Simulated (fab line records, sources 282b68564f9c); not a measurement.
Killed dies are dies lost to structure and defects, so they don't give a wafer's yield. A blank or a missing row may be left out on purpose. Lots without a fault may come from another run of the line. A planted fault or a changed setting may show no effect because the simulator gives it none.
fab line records | flow rit_cmos
record lots=6 wafers=18 last_day=7
route steps=202 shown ACTIVE@17 FOX1@20 FOX2@23 NWELL@28 PWELL@39 WELLDRIVE@50
lots that met no fault: from a run of the same line without faults
start_h: hours from the record's first day to the start of the lot's first wafer shown | wait_h: hours since the lot's step before | " the same as in the row above | L1.1+2: a row that stands for several wafers | - no value, or no start given | * or withheld: withheld | < > ~ a bound
route shown NAME@n: a module of which the file shows steps, and the number in the route of the first | usual: mean/standard deviation of fault-free wafers | same: alike in all rows | chamber/n: place in a boat | sites: the reading at each site | _std_site: their standard deviation | _edge_site: outer sites' mean less inner sites' | radius_mm: how far each site lies from the wafer's centre | mask NAME#n: copy n | behind: the tool/chamber that last shaped the wafer | hold: why the lot was held/for how many hours/how that ended | device: the transistor (n, p or np) that didn't switch | end of line: the same wafers' tests at the end of the route | a step without rows: its recipe alone | killed: dies lost to structure and defects at the first sort, not the wafer's yield | map: a wafer's dies, x killed, . not, _ none there
set.NAME: the setting as run; set.NAME@STEP: as run at that earlier step | model.NAME: the simulator's own value behind a step, which no gauge read
lots at some steps of the route; a table a step, a row a wafer
services: from which hour (start_h, from the record's first day; less than 0 if before it) a tool's chamber was out of use, for how many hours, and why
## steps
# step RIT_ACTIVE_CLEAN_15
# recipe chemistry=SC1 mix=3:3:50 time_s=600 temp_c=75
# step RIT_ACTIVE_CLEAN_16
# recipe chemistry=dHF dilution=50:1 time_s=30
# step RIT_ACTIVE_CLEAN_17
# recipe chemistry=SC2 mix=3:3:50 time_s=600 temp_c=75 dry=n2_spin
# step RIT_FOX1_OXIDATION_00
# recipe temp_c=1100 ambient=H2O target_thk_a=3507 p_h2o_torr=720 ox_time_s=1130
# step RIT_FOX1_THK_MEAS_01
# recipe reads=SiO2_of_FOX1_OXIDATION_00
# usual FOX1_OXIDE_THK=352/5.6
# columns lot.wafer tool chamber start_h wait_h FOX1_OXIDE_THK[nm]
L835.2 film_metro-03 - 36.99 0.0 347
L835.5 " - " " 345
L835.6 " - " " 345
L836.1 film_metro-02 - 42.78 0.0 357
L836.4 " - " " 364
L836.6 " - " " 356
L840.3 film_metro-03 - 62.76 0.0 353
L840.5 " - " " 358
L840.6 " - " " 355
L841.1 film_metro-03 - 66.95 0.0 349
L841.5 " - " " 341
L841.6 " - " " 343
L852.3 film_metro-02 - 121.87 0.0 349
L852.4 " - " " 348
L852.6 " - " " 350
L854.1 film_metro-03 - 132.61 0.0 357
L854.3 " - " " 356
L854.6 " - " " 352
# step RIT_FOX1_WET_ETCH_02
# recipe chemistry=BOE target_depth_nm=350 time_s=390 temp_c=21.5 dry=n2_spin dilution=10:1 target=SiO2
# step RIT_FOX2_OXIDATION_00
# recipe temp_c=1100 ambient=H2O target_thk_a=3507 p_h2o_torr=720 ox_time_s=1130
# step RIT_FOX2_THK_MEAS_01
# recipe reads=SiO2_of_FOX2_OXIDATION_00
# usual FOX2_OXIDE_THK=352/5.9
# columns lot.wafer tool chamber start_h wait_h FOX2_OXIDE_THK[nm]
L835.2 film_metro-01 - 38.49 0.0 360
L835.5 " - " " 357
L835.6 " - " " 356
L836.1 film_metro-03 - 44.28 0.0 351
L836.4 " - " " 352
L836.6 " - " " 346
L840.3 film_metro-01 - 64.31 0.0 355
L840.5 " - " " 361
L840.6 " - " " 354
L841.1 film_metro-03 - 68.46 0.0 363
L841.5 " - " " 368
L841.6 " - " " 361
L852.3 film_metro-03 - 123.36 0.0 355
L852.4 " - " " 363
L852.6 " - " " 358
L854.1 film_metro-03 - 134.76 0.0 347
L854.3 " - " " 351
L854.6 " - " " 346
# step RIT_FOX2_CLEAN_02
# recipe chemistry=dHF dilution=50:1 time_s=180
# step RIT_FOX2_WET_ETCH_03
# recipe chemistry=H3PO4 target=Si3N4 target_depth_nm=195 temp_c=165 time_s=2700
# step RIT_FOX2_THK_MEAS_90
# recipe reads=SiO2_of_FOX2_OXIDATION_00
# usual FIELD_OXIDE_LEFT_1_THK=324/5.8
# columns lot.wafer tool chamber start_h wait_h FIELD_OXIDE_LEFT_1_THK[nm]
L835.2 film_metro-04 - 39.43 0.0 332
L835.5 " - " " 330
L835.6 " - " " 329
L836.1 film_metro-03 - 45.15 0.0 324
L836.4 " - " " 325
L836.6 " - " " 319
L840.3 film_metro-03 - 65.18 0.0 328
L840.5 " - " " 334
L840.6 " - " " 326
L841.1 film_metro-03 - 69.41 0.0 336
L841.5 " - " " 341
L841.6 " - " " 334
L852.3 film_metro-04 - 125.00 0.0 327
L852.4 " - " " 336
L852.6 " - " " 331
L854.1 film_metro-01 - 135.64 0.0 320
L854.3 " - " " 323
L854.6 " - " " 319
# step RIT_NWELL_HMDS_00
# recipe prime_time_s=60 prime_temp_c=140
# step RIT_NWELL_COAT_01
# recipe resist=NOVOLAK spin_rpm=2000 resist_thk_nm=1300
# usual chill_plate_temp_C=23.02/0.12 dispense_pressure_kPa=50.0/0.56
# columns lot.wafer tool chamber start_h wait_h chill_plate_temp_C dispense_pressure_kPa
L835.2 litho_track-04 0 39.66 0.1 23.16 49.4
L835.5 " 0 " " 23.06 49.4
L835.6 " 0 " " 23.02 49.4
L836.1 litho_track-01 0 45.36 0.1 23.00 50.5
L836.4 " 0 " " 22.92 50.5
L836.6 " 0 " " 22.82 50.6
L840.3 litho_track-04 - 65.42 0.1 - -
L840.5 " - " " - -
L840.6 " - " " - -
L841.1 litho_track-01 - 69.62 0.1 - -
L841.5 " - " " - -
L841.6 " - " " - -
L852.3 litho_track-04 0 125.24 0.1 23.18 49.3
L852.4 " 0 " " 23.14 49.4
L852.6 " 0 " " 23.14 49.3
L854.1 litho_track-04 0 135.85 0.1 23.19 49.4
L854.3 " 0 " " 23.07 49.4
L854.6 " 0 " " 23.14 49.4
# step RIT_NWELL_SOFTBAKE_02
# recipe resist=NOVOLAK temp_c=90 time_s=60
# step RIT_NWELL_EXPOSE_03
# recipe mask_id=M2 na=0.57 target_cd_nm=43900 dose_mj=250
# step RIT_NWELL_PEB_04
# recipe resist=NOVOLAK temp_c=withheld time_s=withheld
# step RIT_NWELL_DEVELOP_05
# recipe resist=NOVOLAK develop_time_s=68 dev_temp_c=23
# step RIT_NWELL_OVL_MEAS_06
# usual NWELL_OVL=0.9/1.5
# columns lot.wafer tool chamber start_h wait_h NWELL_OVL[nm]
L835.2 overlay-01 - 40.49 - -0.2
L835.5 " - " " 0.3
L835.6 " - " " -0.3
L836.1 overlay-02 - 46.22 - 0.8
L836.4 " - " " -0.4
L836.6 " - " " 1.2
L840.3 overlay-01 - 66.11 - -
L840.5 " - " " -
L840.6 " - " " -
L841.1 overlay-02 - 70.35 - -
L841.5 " - " " -
L841.6 " - " " -
L852.3 overlay-01 - 125.93 - -0.5
L852.4 " - " " -0.4
L852.6 " - " " -0.8
L854.1 overlay-02 - 136.82 - 2.7
L854.3 " - " " -0.2
L854.6 " - " " 0.7
# step RIT_NWELL_HARDBAKE_07
# recipe resist=NOVOLAK temp_c=140 time_s=120
# step RIT_NWELL_IMPLANT_08
# recipe species=P energy_kev=170 dose_cm2=5e+13 tilt_deg=7
# step RIT_NWELL_STRIP_09
# recipe chemistry=O2 time_s=180 resist=NOVOLAK platen_temp_c=withheld power_w=500 pressure_mtorr=4000 o2_flow_sccm=4000
# usual drypump_motor_current_A=5.4/0.52 o2_flow_sccm=4001/12
# columns lot.wafer tool chamber start_h wait_h drypump_motor_current_A o2_flow_sccm rf_hours_counter_h
L835.2 plasma_asher-03 1 40.92 0.1 4.8 3985 42
L835.5 " 1 " " 4.8 3994 -
L835.6 " 0 " " 5.8 4011 -
L836.1 plasma_asher-02 1 46.65 0.1 4.9 4006 23
L836.4 " 0 " " 6.1 4003 -
L836.6 " 1 " " 4.9 4000 -
L840.3 plasma_asher-03 0 66.60 0.1 5.8 4014 -
L840.5 " 0 " " 5.8 3994 -
L840.6 " 1 " " 4.8 4008 -
L841.1 plasma_asher-02 0 70.79 0.1 6.1 4027 26
L841.5 " 0 " " 6.1 4015 -
L841.6 " 1 " " 4.9 4008 -
L852.3 plasma_asher-03 0 126.48 0.1 5.7 3991 -
L852.4 " 1 " " 4.8 3996 -
L852.6 " 1 " " 4.8 3989 -
L854.1 plasma_asher-02 1 137.26 0.1 4.9 3999 33
L854.3 " 0 " " 6.1 4007 -
L854.6 " 1 " " 4.9 4016 -
# step RIT_NWELL_TW_MEAS_10
# usual NWELL_TW=2163/10
# columns lot.wafer tool chamber start_h wait_h NWELL_TW
L835.2 film_metro-02 - 41.11 0.1 2159
L835.5 " - " " 2161
L835.6 " - " " 2172
L836.1 film_metro-04 - 46.83 0.1 2157
L836.4 " - " " 2145
L836.6 " - " " 2161
L840.3 film_metro-03 - 66.73 0.1 2181
L840.5 " - " " 2191
L840.6 " - " " 2184
L841.1 film_metro-03 - 70.96 0.1 2161
L841.5 " - " " 2167
L841.6 " - " " 2172
L852.3 film_metro-02 - 126.61 0.1 2156
L852.4 " - " " 2161
L852.6 " - " " 2172
L854.1 film_metro-02 - 137.43 0.1 2166
L854.3 " - " " 2166
L854.6 " - " " 2161
# step RIT_PWELL_HMDS_00
# recipe prime_time_s=60 prime_temp_c=140
# step RIT_PWELL_COAT_01
# recipe resist=NOVOLAK spin_rpm=2000 resist_thk_nm=1300
# step RIT_PWELL_SOFTBAKE_02
# recipe resist=NOVOLAK temp_c=90 time_s=60
# step RIT_PWELL_EXPOSE_03
# recipe mask_id=M3 na=0.57 target_cd_nm=43700 dose_mj=250
# step RIT_PWELL_PEB_04
# recipe resist=NOVOLAK temp_c=withheld time_s=withheld
# step RIT_PWELL_DEVELOP_05
# recipe resist=NOVOLAK develop_time_s=68 dev_temp_c=23
# step RIT_PWELL_OVL_MEAS_06
# usual PWELL_OVL=-0.2/1.1
# columns lot.wafer tool chamber start_h wait_h PWELL_OVL[nm]
L835.2 overlay-01 - 42.04 - 1.8
L835.5 " - " " 1.8
L835.6 " - " " 0.9
L836.1 overlay-01 - 47.98 - 1.3
L836.4 " - " " 1.2
L836.6 " - " " -0.4
L840.3 overlay-01 - 67.67 - -2.4
L840.5 " - " " -1.4
L840.6 " - " " -0.5
L841.1 overlay-02 - 71.90 - -1.5
L841.5 " - " " -1.1
L841.6 " - " " -0.4
L852.3 overlay-01 - 127.55 - 0.7
L852.4 " - " " 0.8
L852.6 " - " " 0.4
L854.1 overlay-02 - 138.37 - 1.3
L854.3 " - " " -0.9
L854.6 " - " " 1.2
# step RIT_PWELL_HARDBAKE_07
# recipe resist=NOVOLAK temp_c=140 time_s=120
# step RIT_PWELL_IMPLANT_08
# recipe species=B energy_kev=170 dose_cm2=7e+13 tilt_deg=7
# step RIT_PWELL_STRIP_09
# recipe chemistry=O2 time_s=180 resist=NOVOLAK platen_temp_c=withheld power_w=500 pressure_mtorr=4000 o2_flow_sccm=4000
# usual drypump_motor_current_A=5.6/0.53 o2_flow_sccm=4001/12
# columns lot.wafer tool chamber start_h wait_h drypump_motor_current_A o2_flow_sccm rf_hours_counter_h
L835.2 plasma_asher-02 0 42.47 0.1 6.1 4003 23
L835.5 " 1 " " 4.9 3993 -
L835.6 " 0 " " 6.1 4005 -
L836.1 plasma_asher-01 1 48.41 0.1 6.2 4000 41
L836.4 " 1 " " 6.1 4012 -
L836.6 " 0 " " 5.4 3999 -
L840.3 plasma_asher-03 0 68.16 0.1 5.8 4000 -
L840.5 " 0 " " 5.8 3999 -
L840.6 " 1 " " 4.8 3991 -
L841.1 plasma_asher-02 1 72.34 0.1 4.9 4000 26
L841.5 " 0 " " 6.1 4016 -
L841.6 " 1 " " 4.9 3979 -
L852.3 plasma_asher-01 0 128.03 0.1 5.4 4037 -
L852.4 " 1 " " 6.1 4026 -
L852.6 " 0 " " 5.4 4000 -
L854.1 plasma_asher-02 1 138.81 0.1 4.9 4004 34
L854.3 " 1 " " 4.9 4004 -
L854.6 " 1 " " 4.9 3999 -
# step RIT_PWELL_TW_MEAS_10
# usual PWELL_TW=960/4.1
# columns lot.wafer tool chamber start_h wait_h PWELL_TW
L835.2 film_metro-04 - 42.66 0.1 952
L835.5 " - " " 954
L835.6 " - " " 960
L836.1 film_metro-03 - 48.59 0.1 970
L836.4 " - " " 969
L836.6 " - " " 968
L840.3 film_metro-02 - 68.30 0.1 2220
L840.5 " - " " 2208
L840.6 " - " " 2215
L841.1 film_metro-03 - 72.51 0.1 2220
L841.5 " - " " 2204
L841.6 " - " " 2209
L852.3 film_metro-03 - 128.17 0.1 956
L852.4 " - " " 961
L852.6 " - " " 964
L854.1 film_metro-02 - 138.99 0.1 963
L854.3 " - " " 961
L854.6 " - " " 955
# step RIT_WELLDRIVE_ANNEAL_00
# recipe temp_c=1100 time_s=14700 ambient=N2
## services
# columns tool chamber start_h hours kind
plasma_asher-02 - 24.19 15.5 repair
## key
first_sign step=RIT_NWELL_COAT_01 reading=tool_record direction=missing
effect step=RIT_NWELL_OVL_MEAS_06 reading=NWELL_OVL direction=missing
effect step=RIT_PWELL_TW_MEAS_10 reading=PWELL_TW direction=up sigmas=99+ usual=960 struck=2213
met_at RIT_NWELL_COAT_01
struck_wafers L840.3,L840.5,L840.6,L841.1,L841.5,L841.6
sort_left_out L840.3,L840.5,L840.6,L841.1,L841.5,L841.6
tester_left_out L840,L841
onset_between 45.36 65.42
fault kind=skipped_step_whole tool=litho_track-01,litho_track-04 chamber=- onset_h=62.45 steps=RIT_NWELL_COAT_01 scope=struck_lots_only
# tester_left_out: of these lots the tester's yield and bins aren't shown, on N5 and GAA mostly nor the transistor test; their killed dies are dies lost to structure and defects alone, not to doping, threshold or leakage, so they don't give the yield
# sort_left_out: the simulated sort isn't trusted on such a fault, so these wafers' sort isn't shown, and their yield isn't known
